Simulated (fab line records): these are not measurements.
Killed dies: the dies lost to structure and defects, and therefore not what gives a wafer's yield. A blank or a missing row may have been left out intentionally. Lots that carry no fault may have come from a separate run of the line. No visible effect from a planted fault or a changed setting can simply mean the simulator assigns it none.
fab line records ; flow ritCmos
record: lots: 14; wafers: 42; lastDay: 8
route steps=202 shown M1@184
lots with no fault: from the same line, run without faults
startH: start of the lot's first displayed wafer, in hours after the record's first day ; waitH: time in hours since the lot's previous step ; " repeats the value in the row above ; L1.1+2: one row covering several wafers at once ; - no value present, or no start provided ; * or withheld: withheld ; < > ~ a bound
route shown NAME@n: names a module that has steps shown in the file, with the first one's number in the route ; usual: average and standard deviation across the fault-free wafers ; same: alike in all rows ; chamber/n: place in a boat ; sites: the reading at each site ; _std_site: how widely they spread, as a standard deviation ; _edge_site: inner sites' mean taken away from outer sites' mean ; radiusMm: for every site, how far away it sits from the centre of the wafer ; mask NAME#n: copy n ; behind: the most recent tool/chamber to have shaped the wafer ; hold: cause of the lot's hold/its duration in hours/its outcome ; device: names the non-switching transistor (n, p or np) ; end of line: tests run on the same wafers once the route is complete ; for a step that has no rows: nothing shown but its recipe ; killed: dies that structure and defects cost at the first sort, which is not the same as the wafer's yield ; map: the dies of a wafer, with x for killed, . for not killed, _ for no die there
set.NAME: the setting as run; set.NAME@STEP: as run at that earlier step ; model.NAME: the simulator's own value behind a step, which no gauge read
the route's steps for a sample of lots (tables are steps, rows are wafers)
services: from which hour (startH, from the record's first day; less than 0 if before it) a tool's chamber was out of use, for how many hours, and why
== steps ==
step: RIT_M1_SPUTTER_00
recipe: material: Al; targetThkNm: 400; powerW: 2000; chamberPressurePa: 0.4; gas: Ar; timeS: 500; substrateTempC: 25
usual: chamberPressurePa: 0.4000/0.00079; throttleValvePct: 29.6/0.58
lot.wafer;tool;chamber;startH;waitH;chamberPressurePa;throttleValvePct
L172.1;pvdSputter-01;-;54.89;0.0;0.4002;31.0
L172.4;pvdSputter-01;-;54.89;0.0;0.3982;28.9
L172.6;pvdSputter-01;-;54.89;0.0;0.4001;29.0
L173.2;pvdSputter-04;-;60.56;0.0;0.3996;29.2
L173.4;pvdSputter-04;-;60.56;0.0;0.4012;30.3
L173.6;pvdSputter-04;-;60.56;0.0;0.3993;29.4
L174.1;pvdSputter-03;-;64.50;0.0;0.3992;29.4
L174.5;pvdSputter-03;-;64.50;0.0;0.3991;29.4
L174.6;pvdSputter-03;-;64.50;0.0;0.3978;29.7
L175.2;pvdSputter-04;-;70.38;0.0;0.4001;30.3
L175.3;pvdSputter-04;-;70.38;0.0;0.3992;29.3
L175.6;pvdSputter-04;-;70.38;0.0;0.3999;29.3
L176.1;pvdSputter-04;-;80.20;0.0;0.3998;29.3
L176.2;pvdSputter-04;-;80.20;0.0;0.4007;30.3
L176.6;pvdSputter-04;-;80.20;0.0;0.4002;28.9
L177.2;pvdSputter-01;-;81.92;0.0;0.3992;29.2
L177.5;pvdSputter-01;-;81.92;0.0;0.4002;29.3
L177.6;pvdSputter-01;-;81.92;0.0;0.3999;28.9
L178.1;pvdSputter-03;-;83.92;0.0;0.3996;29.5
L178.3;pvdSputter-03;-;83.92;0.0;0.4002;29.3
L178.6;pvdSputter-03;-;83.92;0.0;0.3997;29.7
L179.1;pvdSputter-04;-;90.50;0.0;0.3999;29.2
L179.4;pvdSputter-04;-;90.50;0.0;0.3988;29.6
L179.5;pvdSputter-04;-;90.50;0.0;0.4012;29.0
L181.1;pvdSputter-04;-;103.65;0.0;0.3995;29.5
L181.2;pvdSputter-04;-;103.65;0.0;0.4002;29.1
L181.4;pvdSputter-04;-;103.65;0.0;0.3988;29.1
L183.1;pvdSputter-04;-;118.58;0.0;0.3994;29.3
L183.4;pvdSputter-04;-;118.58;0.0;0.3992;29.6
L183.5;pvdSputter-04;-;118.58;0.0;0.4002;29.6
L184.1;pvdSputter-04;-;123.50;0.0;0.4007;30.3
L184.4;pvdSputter-04;-;123.50;0.0;0.4002;29.1
L184.6;pvdSputter-04;-;123.50;0.0;0.4010;29.2
L191.3;pvdSputter-01;-;154.82;0.0;0.4014;29.1
L191.5;pvdSputter-01;-;154.82;0.0;0.3996;28.9
L191.6;pvdSputter-01;-;154.82;0.0;0.4003;29.1
L192.2;pvdSputter-03;-;159.83;0.0;0.4013;30.1
L192.3;pvdSputter-03;-;159.83;0.0;0.4004;29.7
L192.5;pvdSputter-03;-;159.83;0.0;0.3995;29.6
L195.3;pvdSputter-01;-;176.28;0.0;0.3999;29.1
L195.4;pvdSputter-01;-;176.28;0.0;0.3992;29.0
L195.6;pvdSputter-01;-;176.28;0.0;0.3993;31.2
step: RIT_M1_RS_MEAS_01
recipe: thkMeasGauge: four-point-probe; reads: Al_of_M1_SPUTTER_00
usual: M1_AL_RS: 0.0736/0.00077
lot.wafer;tool;chamber;startH;waitH;M1_AL_RS[ohm/sq]
L172.1;filmMetro-01;-;55.18;0.1;0.0729
L172.4;filmMetro-01;-;55.18;0.1;0.0738
L172.6;filmMetro-01;-;55.18;0.1;0.0730
L173.2;filmMetro-03;-;60.88;0.2;0.0726
L173.4;filmMetro-03;-;60.88;0.2;0.0729
L173.6;filmMetro-03;-;60.88;0.2;0.0732
L174.1;filmMetro-01;-;64.80;0.1;0.0733
L174.5;filmMetro-01;-;64.80;0.1;0.0730
L174.6;filmMetro-01;-;64.80;0.1;0.0731
L175.2;filmMetro-01;-;70.69;0.2;0.0741
L175.3;filmMetro-01;-;70.69;0.2;0.0733
L175.6;filmMetro-01;-;70.69;0.2;0.0732
L176.1;filmMetro-02;-;80.50;0.1;0.0735
L176.2;filmMetro-02;-;80.50;0.1;0.0742
L176.6;filmMetro-02;-;80.50;0.1;0.0741
L177.2;filmMetro-03;-;82.24;0.2;0.0742
L177.5;filmMetro-03;-;82.24;0.2;0.0741
L177.6;filmMetro-03;-;82.24;0.2;0.0729
L178.1;filmMetro-03;-;84.22;0.1;0.0733
L178.3;filmMetro-03;-;84.22;0.1;0.0732
L178.6;filmMetro-03;-;84.22;0.1;0.0738
L179.1;filmMetro-01;-;90.79;0.1;0.0731
L179.4;filmMetro-01;-;90.79;0.1;0.0736
L179.5;filmMetro-01;-;90.79;0.1;0.0733
L181.1;filmMetro-03;-;103.95;0.1;0.0743
L181.2;filmMetro-03;-;103.95;0.1;0.0730
L181.4;filmMetro-03;-;103.95;0.1;0.0736
L183.1;filmMetro-01;-;118.88;0.1;0.0450
L183.4;filmMetro-01;-;118.88;0.1;0.0452
L183.5;filmMetro-01;-;118.88;0.1;0.0454
L184.1;filmMetro-03;-;123.79;0.1;0.0451
L184.4;filmMetro-03;-;123.79;0.1;0.0449
L184.6;filmMetro-03;-;123.79;0.1;0.0449
L191.3;filmMetro-01;-;155.15;0.2;0.0718
L191.5;filmMetro-01;-;155.15;0.2;0.0727
L191.6;filmMetro-01;-;155.15;0.2;0.0718
L192.2;filmMetro-01;-;160.14;0.2;0.0740
L192.3;filmMetro-01;-;160.14;0.2;0.0739
L192.5;filmMetro-01;-;160.14;0.2;0.0737
L195.3;filmMetro-01;-;176.61;0.2;0.0722
L195.4;filmMetro-01;-;176.61;0.2;0.0722
L195.6;filmMetro-01;-;176.61;0.2;0.0724
step: RIT_M1_THK_MEAS_02
recipe: thkMeasGauge: xrf; reads: Al_of_M1_SPUTTER_00
usual: M1_AL_THK: 400/4.5
lot.wafer;tool;chamber;startH;waitH;M1_AL_THK[nm]
L172.1;filmMetro-01;-;55.30;0.1;402
L172.4;filmMetro-01;-;55.30;0.1;397
L172.6;filmMetro-01;-;55.30;0.1;403
L173.2;filmMetro-03;-;60.99;0.1;408
L173.4;filmMetro-03;-;60.99;0.1;405
L173.6;filmMetro-03;-;60.99;0.1;403
L174.1;filmMetro-01;-;64.92;0.1;401
L174.5;filmMetro-01;-;64.92;0.1;402
L174.6;filmMetro-01;-;64.92;0.1;400
L175.2;filmMetro-01;-;70.80;0.1;397
L175.3;filmMetro-01;-;70.80;0.1;402
L175.6;filmMetro-01;-;70.80;0.1;400
L176.1;filmMetro-02;-;80.62;0.1;396
L176.2;filmMetro-02;-;80.62;0.1;394
L176.6;filmMetro-02;-;80.62;0.1;393
L177.2;filmMetro-03;-;82.35;0.1;396
L177.5;filmMetro-03;-;82.35;0.1;396
L177.6;filmMetro-03;-;82.35;0.1;404
L178.1;filmMetro-03;-;84.34;0.1;401
L178.3;filmMetro-03;-;84.34;0.1;404
L178.6;filmMetro-03;-;84.34;0.1;398
L179.1;filmMetro-01;-;90.91;0.1;403
L179.4;filmMetro-01;-;90.91;0.1;402
L179.5;filmMetro-01;-;90.91;0.1;404
L181.1;filmMetro-03;-;104.07;0.1;396
L181.2;filmMetro-03;-;104.07;0.1;403
L181.4;filmMetro-03;-;104.07;0.1;398
L183.1;filmMetro-01;-;119.00;0.1;653
L183.4;filmMetro-01;-;119.00;0.1;649
L183.5;filmMetro-01;-;119.00;0.1;651
L184.1;filmMetro-03;-;123.91;0.1;644
L184.4;filmMetro-03;-;123.91;0.1;647
L184.6;filmMetro-03;-;123.91;0.1;646
L191.3;filmMetro-01;-;155.25;0.1;411
L191.5;filmMetro-01;-;155.25;0.1;408
L191.6;filmMetro-01;-;155.25;0.1;412
L192.2;filmMetro-01;-;160.25;0.1;399
L192.3;filmMetro-01;-;160.25;0.1;397
L192.5;filmMetro-01;-;160.25;0.1;401
L195.3;filmMetro-01;-;176.71;0.1;410
L195.4;filmMetro-01;-;176.71;0.1;411
L195.6;filmMetro-01;-;176.71;0.1;412
step: RIT_M1_METAL_ETCH_12
recipe: stopOn: SiO2; chemistry: Cl2/BCl3; target: Al; timeS: 165; overEtchFrac: 0.5; pressureMtorr: 100; targetDepthA: 6000; rfW: 250; Cl2_flow_sccm: 60; bcl3FlowSccm: 50
usual: drypumpMotorCurrentA: 5.47/0.27; oesProductAu: 0.780/0.016; rfFwdPowerW: 249.0/0.88; throttleValvePct: 8.35/0.11
same: timeS: 165
lot.wafer;tool;chamber;startH;waitH;drypumpMotorCurrentA;oesProductAu;rfFwdPowerW;rfHoursCounterH;throttleValvePct
L172.1;rieMetal-01;0;56.77;0.2;5.80;0.757;249.5;38;8.51
L172.4;rieMetal-01;0;56.77;0.2;5.80;0.752;249.1;-;8.53
L172.6;rieMetal-01;1;56.77;0.2;5.13;0.797;248.9;-;8.34
L173.2;rieMetal-04;1;62.32;0.2;5.10;0.790;248.6;1;8.51
L173.4;rieMetal-04;1;62.32;0.2;5.10;0.773;248.5;-;8.49
L173.6;rieMetal-04;0;62.32;0.2;5.79;0.793;248.5;-;8.36
L174.1;rieMetal-02;0;66.31;0.2;5.44;0.769;247.7;4;8.20
L174.5;rieMetal-02;0;66.31;0.2;5.46;0.768;248.5;-;8.19
L174.6;rieMetal-02;1;66.31;0.2;5.55;0.791;250.5;-;8.24
L175.2;rieMetal-01;0;72.14;0.2;5.84;0.760;249.4;38;8.50
L175.3;rieMetal-01;1;72.14;0.2;5.16;0.800;247.6;-;8.35
L175.6;rieMetal-01;0;72.14;0.2;5.84;0.754;250.5;-;8.52
L176.1;rieMetal-04;1;82.15;0.2;5.09;0.776;250.2;1;8.48
L176.2;rieMetal-04;0;82.15;0.2;5.77;0.788;249.1;1;8.36
L176.6;rieMetal-04;0;82.15;0.2;5.76;0.797;248.7;-;8.36
L177.2;rieMetal-02;0;83.68;0.2;5.46;0.761;249.0;4;8.21
L177.5;rieMetal-02;1;83.68;0.2;5.53;0.786;248.9;-;8.28
L177.6;rieMetal-02;0;83.68;0.2;5.46;0.765;248.6;-;8.19
L178.1;rieMetal-01;0;85.81;0.2;5.82;0.757;249.0;38;8.53
L178.3;rieMetal-01;0;85.81;0.2;5.81;0.760;249.8;-;8.51
L178.6;rieMetal-01;0;85.81;0.2;5.84;0.754;249.1;-;8.53
L179.1;rieMetal-04;0;92.38;0.2;5.77;0.794;248.4;1;8.36
L179.4;rieMetal-04;1;92.38;0.2;5.11;0.784;250.4;-;8.49
L179.5;rieMetal-04;1;92.38;0.2;5.11;0.780;249.2;-;8.48
L181.1;rieMetal-01;0;105.50;0.2;5.82;0.750;248.3;39;8.50
L181.2;rieMetal-01;1;105.50;0.2;5.15;0.801;248.6;36;8.35
L181.4;rieMetal-01;1;105.50;0.2;5.15;0.801;247.6;-;8.35
L183.1;rieMetal-02;0;120.47;0.2;5.47;0.989;248.0;4;8.17
L183.4;rieMetal-02;0;120.47;0.2;5.46;0.999;248.7;-;8.16
L183.5;rieMetal-02;0;120.47;0.2;5.47;1.002;247.8;-;8.16
L184.1;rieMetal-01;0;125.39;0.2;5.86;0.970;249.6;39;8.47
L184.4;rieMetal-01;0;125.39;0.2;5.82;0.973;248.6;-;8.47
L184.6;rieMetal-01;1;125.39;0.2;5.15;1.055;248.1;-;8.30
L191.3;rieMetal-01;0;156.68;0.2;5.80;0.806;249.9;-;8.52
L191.5;rieMetal-01;1;156.68;0.2;5.15;0.787;248.9;-;8.33
L191.6;rieMetal-01;0;156.68;0.2;5.83;0.805;248.9;-;8.51
L192.2;rieMetal-02;0;161.59;0.2;5.45;0.767;249.1;5;8.20
L192.3;rieMetal-02;0;161.59;0.2;5.46;0.766;248.3;-;8.21
L192.5;rieMetal-02;0;161.59;0.2;5.46;0.762;248.7;-;8.19
L195.3;rieMetal-02;0;178.21;0.2;5.47;0.774;248.2;-;8.20
L195.4;rieMetal-02;1;178.21;0.2;5.52;0.796;249.4;-;8.26
L195.6;rieMetal-02;0;178.21;0.2;5.46;0.769;249.4;-;8.19
step: RIT_M1_PROBE_99
usual: defectLimitedYield: 97.4/1.2; killed_at_M0_to_M3: 0.0/0.083; killedAtContacts: 0.1/0.23; killedAtFrontEnd: 7/3.1; killedDies: 7/3.1; killedOnRim: 1.8/1.4; killedOpen: 3.3/2; killedShort: 3.6/1.9
same: grossDies: 264; killed_at_M4_up: 0; killedAtBackSide: 0; killedAtOther: 0
lot.wafer;tool;chamber;startH;waitH;defectLimitedYield[%];killed_at_M0_to_M3;killedAtContacts;killedAtFrontEnd;killedDies;killedOnRim;killedOpen;killedShort
L172.1;prober-02;-;59.03;0.1;98.9;0;0;3;3;2;2;1
L172.4;prober-02;-;59.18;0.2;94.7;0;0;14;14;2;5;9
L172.6;prober-02;-;59.28;0.2;98.1;0;1;4;5;2;3;2
L173.2;prober-01;-;64.63;0.1;97.3;0;0;7;7;2;4;3
L173.4;prober-01;-;64.73;0.2;97.3;0;0;7;7;1;3;4
L173.6;prober-01;-;64.83;0.2;97.3;0;1;6;7;2;5;2
L174.1;prober-02;-;68.56;0.1;96.6;0;0;9;9;2;4;5
L174.5;prober-02;-;68.76;0.2;97.0;1;0;7;8;1;0;8
L174.6;prober-02;-;68.81;0.2;97.0;0;0;8;8;3;4;4
L175.2;prober-01;-;74.46;0.1;97.7;0;0;6;6;1;2;4
L175.3;prober-01;-;74.51;0.2;96.2;0;0;10;10;4;4;6
L175.6;prober-01;-;74.66;0.2;96.6;0;0;9;9;2;6;3
L176.1;prober-02;-;84.52;0.1;96.6;0;0;9;9;1;5;4
L176.2;prober-02;-;84.57;0.1;98.1;0;0;5;5;1;2;3
L176.6;prober-02;-;84.77;0.2;97.0;0;0;8;8;1;3;5
L177.2;prober-01;-;85.99;0.1;97.3;0;1;6;7;2;2;5
L177.5;prober-01;-;86.14;0.2;96.6;0;0;9;9;4;3;6
L177.6;prober-01;-;86.19;0.2;98.5;0;0;4;4;2;1;3
L178.1;prober-02;-;88.06;0.1;98.1;0;0;5;5;1;3;2
L178.3;prober-02;-;88.16;0.2;97.7;0;0;6;6;2;3;3
L178.6;prober-02;-;88.31;0.2;96.6;0;0;9;9;2;4;5
L179.1;prober-01;-;94.63;0.1;97.0;0;0;8;8;2;4;4
L179.4;prober-01;-;94.78;0.2;97.3;0;0;7;7;3;3;4
L179.5;prober-01;-;94.83;0.2;93.9;0;0;16;16;3;5;11
L181.1;prober-01;-;107.99;0.1;99.2;0;0;2;2;1;1;1
L181.2;prober-01;-;108.04;0.1;97.3;0;0;7;7;2;2;5
L181.4;prober-01;-;108.14;0.2;98.1;0;0;5;5;1;2;3
L183.1;prober-01;-;122.72;0.1;1.9;253;0;6;259;67;3;3
L183.4;prober-01;-;122.87;0.2;0.8;252;0;10;262;70;4;6
L183.5;prober-01;-;122.92;0.2;6.8;240;0;6;246;67;5;1
L184.1;prober-02;-;127.64;0.1;0.8;256;0;6;262;69;2;4
L184.4;prober-02;-;127.79;0.2;0;252;0;12;264;70;7;5
L184.6;prober-02;-;127.89;0.2;4.5;237;0;15;252;63;6;9
L191.3;prober-01;-;158.98;0.2;95.5;0;0;12;12;4;9;3
L191.5;prober-01;-;159.08;0.2;95.1;0;0;13;13;5;8;5
L191.6;prober-01;-;159.13;0.2;96.2;0;0;10;10;3;4;6
L192.2;prober-02;-;163.89;0.1;97.7;0;0;6;6;4;4;2
L192.3;prober-02;-;163.94;0.2;96.6;0;0;9;9;2;4;5
L192.5;prober-02;-;164.04;0.2;97.0;0;0;8;8;1;2;6
L195.3;prober-02;-;180.51;0.2;98.9;0;0;3;3;0;1;2
L195.4;prober-02;-;180.56;0.2;98.9;0;0;3;3;1;1;2
L195.6;prober-02;-;180.66;0.2;98.1;0;0;5;5;2;2;3
killed by level:class
L172.1 GATE:geometricParticle:open=2 SILICIDE:geometricParticle:short=1
L172.4 GATE:geometricParticle:short=4 FOX1:geometricParticle:short=2 REOX:geometricParticle:short=2 SILICIDE:geometricParticle:open=2 FOX1:geometricParticle:open=1 FOX2:geometricParticle:open=1 GATE:geometricParticle:open=1 SILICIDE:geometricParticle:short=1
L172.6 GATE:geometricParticle:open=1 GATE:geometricParticle:short=1 SILICIDE:geometricParticle:open=1 SILICIDE:geometricParticle:short=1 CONTACT:geometricParticle:open=1
L173.2 GATE:geometricParticle:short=3 GATE:geometricParticle:open=3 SPACER:geometricParticle:open=1
L173.4 GATE:geometricParticle:short=2 SILICIDE:geometricParticle:short=2 FOX1:geometricParticle:open=1 REOX:geometricParticle:open=1 SILICIDE:geometricParticle:open=1
L173.6 GATE:geometricParticle:open=2 FOX2:geometricParticle:open=1 GATE:geometricParticle:short=1 SPACER:geometricParticle:open=1 SILICIDE:geometricParticle:open=1 CONTACT:geometricParticle:short=1
L174.1 GATE:geometricParticle:short=4 GATE:geometricParticle:open=2 FOX2:geometricParticle:open=1 REOX:geometricParticle:short=1 SPACER:geometricParticle:open=1
L174.5 GATE:geometricParticle:short=3 FOX1:geometricParticle:short=1 REOX:geometricParticle:short=1 SPACER:geometricParticle:short=1 SILICIDE:geometricParticle:short=1 M1:geometricParticle:short=1
L174.6 FOX1:geometricParticle:short=2 FOX1:geometricParticle:open=1 GATE:geometricParticle:short=1 REOX:geometricParticle:open=1 SPACER:geometricParticle:open=1 SILICIDE:geometricParticle:short=1 SILICIDE:geometricParticle:open=1
L175.2 ACTIVE:geometricParticle:short=1 FOX1:geometricParticle:short=1 GATE:geometricParticle:short=1 GATE:geometricParticle:open=1 SILICIDE:geometricParticle:short=1 SILICIDE:geometricParticle:open=1
L175.3 GATE:geometricParticle:short=4 GATE:geometricParticle:open=3 FOX1:geometricParticle:open=1 FOX2:geometricParticle:short=1 REOX:geometricParticle:short=1
L175.6 GATE:geometricParticle:open=4 GATE:geometricParticle:short=2 FOX1:geometricParticle:open=1 FOX2:geometricParticle:short=1 SILICIDE:geometricParticle:open=1
L176.1 GATE:geometricParticle:open=3 FOX1:geometricParticle:open=2 FOX1:geometricParticle:short=1 GATE:geometricParticle:short=1 REOX:geometricParticle:short=1 SPACER:geometricParticle:short=1
L176.2 FOX1:geometricParticle:short=1 FOX2:geometricParticle:open=1 GATE:geometricParticle:short=1 REOX:geometricParticle:short=1 SILICIDE:geometricParticle:open=1
L176.6 GATE:geometricParticle:short=3 FOX1:geometricParticle:open=1 FOX2:geometricParticle:open=1 FOX2:geometricParticle:short=1 SPACER:geometricParticle:open=1 SPACER:geometricParticle:short=1
L177.2 ACTIVE:geometricParticle:short=1 FOX1:geometricParticle:short=1 FOX2:geometricParticle:short=1 REOX:geometricParticle:short=1 SPACER:geometricParticle:open=1 SILICIDE:geometricParticle:short=1 CONTACT:geometricParticle:open=1
L177.5 FOX2:geometricParticle:short=2 SILICIDE:geometricParticle:short=2 FOX1:geometricParticle:open=1 FOX1:geometricParticle:short=1 GATE:geometricParticle:open=1 REOX:geometricParticle:short=1 REOX:geometricParticle:open=1
L177.6 GATE:geometricParticle:short=2 FOX1:geometricParticle:short=1 SILICIDE:geometricParticle:open=1
L178.1 ACTIVE:geometricParticle:short=1 GATE:geometricParticle:open=1 REOX:geometricParticle:open=1 SPACER:geometricParticle:short=1 SPACER:geometricParticle:open=1
L178.3 GATE:geometricParticle:short=3 SPACER:geometricParticle:open=2 SILICIDE:geometricParticle:open=1
L178.6 GATE:geometricParticle:open=3 FOX1:geometricParticle:short=1 GATE:geometricParticle:short=1 REOX:geometricParticle:short=1 SPACER:geometricParticle:short=1 SPACER:geometricParticle:open=1 SILICIDE:geometricParticle:short=1
L179.1 FOX2:geometricParticle:open=2 FOX1:geometricParticle:short=1 GATE:geometricParticle:short=1 GATE:geometricParticle:open=1 REOX:geometricParticle:short=1 SPACER:geometricParticle:short=1 SPACER:geometricParticle:open=1
L179.4 GATE:geometricParticle:short=2 FOX2:geometricParticle:short=1 GATE:geometricParticle:open=1 REOX:geometricParticle:short=1 REOX:geometricParticle:open=1 SPACER:geometricParticle:open=1
L179.5 GATE:geometricParticle:short=6 GATE:geometricParticle:open=3 REOX:geometricParticle:short=3 REOX:geometricParticle:open=1 SPACER:geometricParticle:open=1 SPACER:geometricParticle:short=1 SILICIDE:geometricParticle:short=1
L181.1 SPACER:geometricParticle:open=1 SPACER:geometricParticle:short=1
L181.2 GATE:geometricParticle:short=2 REOX:geometricParticle:open=2 FOX1:geometricParticle:short=1 FOX2:geometricParticle:short=1 SPACER:geometricParticle:short=1
L181.4 FOX1:geometricParticle:open=1 GATE:geometricParticle:short=1 GATE:geometricParticle:open=1 REOX:geometricParticle:short=1 SILICIDE:geometricParticle:short=1
L183.1 M1:areaEtch=253 FOX1:geometricParticle:open=1 GATE:geometricParticle:open=1 GATE:geometricParticle:short=1 REOX:geometricParticle:open=1 REOX:geometricParticle:short=1 SPACER:geometricParticle:short=1
L183.4 M1:areaEtch=252 FOX1:geometricParticle:open=2 FOX1:geometricParticle:short=2 GATE:geometricParticle:short=2 FOX2:geometricParticle:open=1 REOX:geometricParticle:short=1 SILICIDE:geometricParticle:open=1 SILICIDE:geometricParticle:short=1
L183.5 M1:areaEtch=240 GATE:geometricParticle:open=3 GATE:geometricParticle:short=1 REOX:geometricParticle:open=1 SILICIDE:geometricParticle:open=1
L184.1 M1:areaEtch=256 GATE:geometricParticle:short=4 GATE:geometricParticle:open=1 REOX:geometricParticle:open=1
L184.4 M1:areaEtch=252 GATE:geometricParticle:open=5 GATE:geometricParticle:short=3 SILICIDE:geometricParticle:open=2 FOX2:geometricParticle:short=1 SILICIDE:geometricParticle:short=1
L184.6 M1:areaEtch=237 GATE:geometricParticle:short=4 GATE:geometricParticle:open=2 REOX:geometricParticle:short=2 FOX1:geometricParticle:short=1 FOX2:geometricParticle:short=1 FOX2:geometricParticle:open=1 REOX:geometricParticle:open=1
L191.3 GATE:geometricParticle:open=5 GATE:geometricParticle:short=2 REOX:geometricParticle:open=2 SPACER:geometricParticle:short=1 SPACER:geometricParticle:open=1 SILICIDE:geometricParticle:open=1
L191.5 FOX2:geometricParticle:open=2 GATE:geometricParticle:open=2 SPACER:geometricParticle:short=2 SILICIDE:geometricParticle:open=2 FOX1:geometricParticle:open=1 FOX2:geometricParticle:short=1 GATE:geometricParticle:short=1 SPACER:geometricParticle:open=1
L191.6 GATE:geometricParticle:short=4 FOX1:geometricParticle:short=2 FOX2:geometricParticle:open=2 FOX1:geometricParticle:open=1 GATE:geometricParticle:open=1
L192.2 FOX1:geometricParticle:open=2 FOX2:geometricParticle:open=1 GATE:geometricParticle:short=1 GATE:geometricParticle:open=1 REOX:geometricParticle:short=1
L192.3 FOX2:geometricParticle:short=2 GATE:geometricParticle:open=2 FOX1:geometricParticle:open=1 FOX1:geometricParticle:short=1 FOX2:geometricParticle:open=1 GATE:geometricParticle:short=1 SILICIDE:geometricParticle:short=1
L192.5 REOX:geometricParticle:short=3 FOX2:geometricParticle:short=2 FOX1:geometricParticle:short=1 GATE:geometricParticle:open=1 SILICIDE:geometricParticle:open=1
L195.3 FOX2:geometricParticle:open=1 GATE:geometricParticle:short=1 SILICIDE:geometricParticle:short=1
L195.4 GATE:geometricParticle:short=2 GATE:geometricParticle:open=1
L195.6 FOX1:geometricParticle:short=1 FOX2:geometricParticle:open=1 GATE:geometricParticle:open=1 SPACER:geometricParticle:short=1 SILICIDE:geometricParticle:short=1
== services ==
tool;chamber;startH;hours;kind
pvdSputter-03;-;40.48;22.1;repair
rieMetal-01;-;70.99;0.9;repair
rieMetal-01;-;78.40;0.8;repair
rieMetal-02;-;108.74;0.7;repair
pvdSputter-01;-;132.71;15.2;repair
rieMetal-01;-;136.12;20.0;pm
rieMetal-01;0;136.12;20.0;ventCycle
rieMetal-01;1;136.12;20.0;ventCycle
rieMetal-01;0;156.12;-;clean
rieMetal-01;1;156.12;-;clean
rieMetal-04;-;161.57;0.1;repair
pvdSputter-04;-;164.86;2.7;repair
pvdSputter-01;-;165.27;4.8;repair
== key ==
firstSign: step: RIT_M1_RS_MEAS_01; reading: M1_AL_RS; direction: down; sigmas: 37; usual: 0.0736; struck: 0.0451
effect: step: RIT_M1_THK_MEAS_02; reading: M1_AL_THK; direction: up; sigmas: 55; usual: 400; struck: 648
effect: step: RIT_M1_METAL_ETCH_12; reading: oesProductAu; direction: up; sigmas: 14; usual: 0.780; struck: 0.998
effect: step: RIT_M1_PROBE_99; reading: killed_at_M0_to_M3; direction: up; sigmas: 99+; usual: 0.0; struck: 248.3
moreKillsBornAt: RIT_M1_METAL_ETCH_12@rieMetal-02: 745; RIT_M1_METAL_ETCH_12@rieMetal-01: 745
metAt RIT_M1_SPUTTER_00
struckLots L183,L184
laterRowsLeftOut L183.1,L183.4,L183.5,L184.1,L184.4,L184.6
onsetBetween 103.65 118.58
fault: kind: processParameterDrift; tool: pvdSputter-04; chamber: -; onsetH: 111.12; steps: RIT_M1_SPUTTER_00; channel: targetThkNm; offset: 248.83; shape: step; endH: 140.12; stated: 400
laterRowsLeftOut: the simulator's readings of these wafers behind a module that went badly wrong aren't trusted and aren't shown, but for the sort
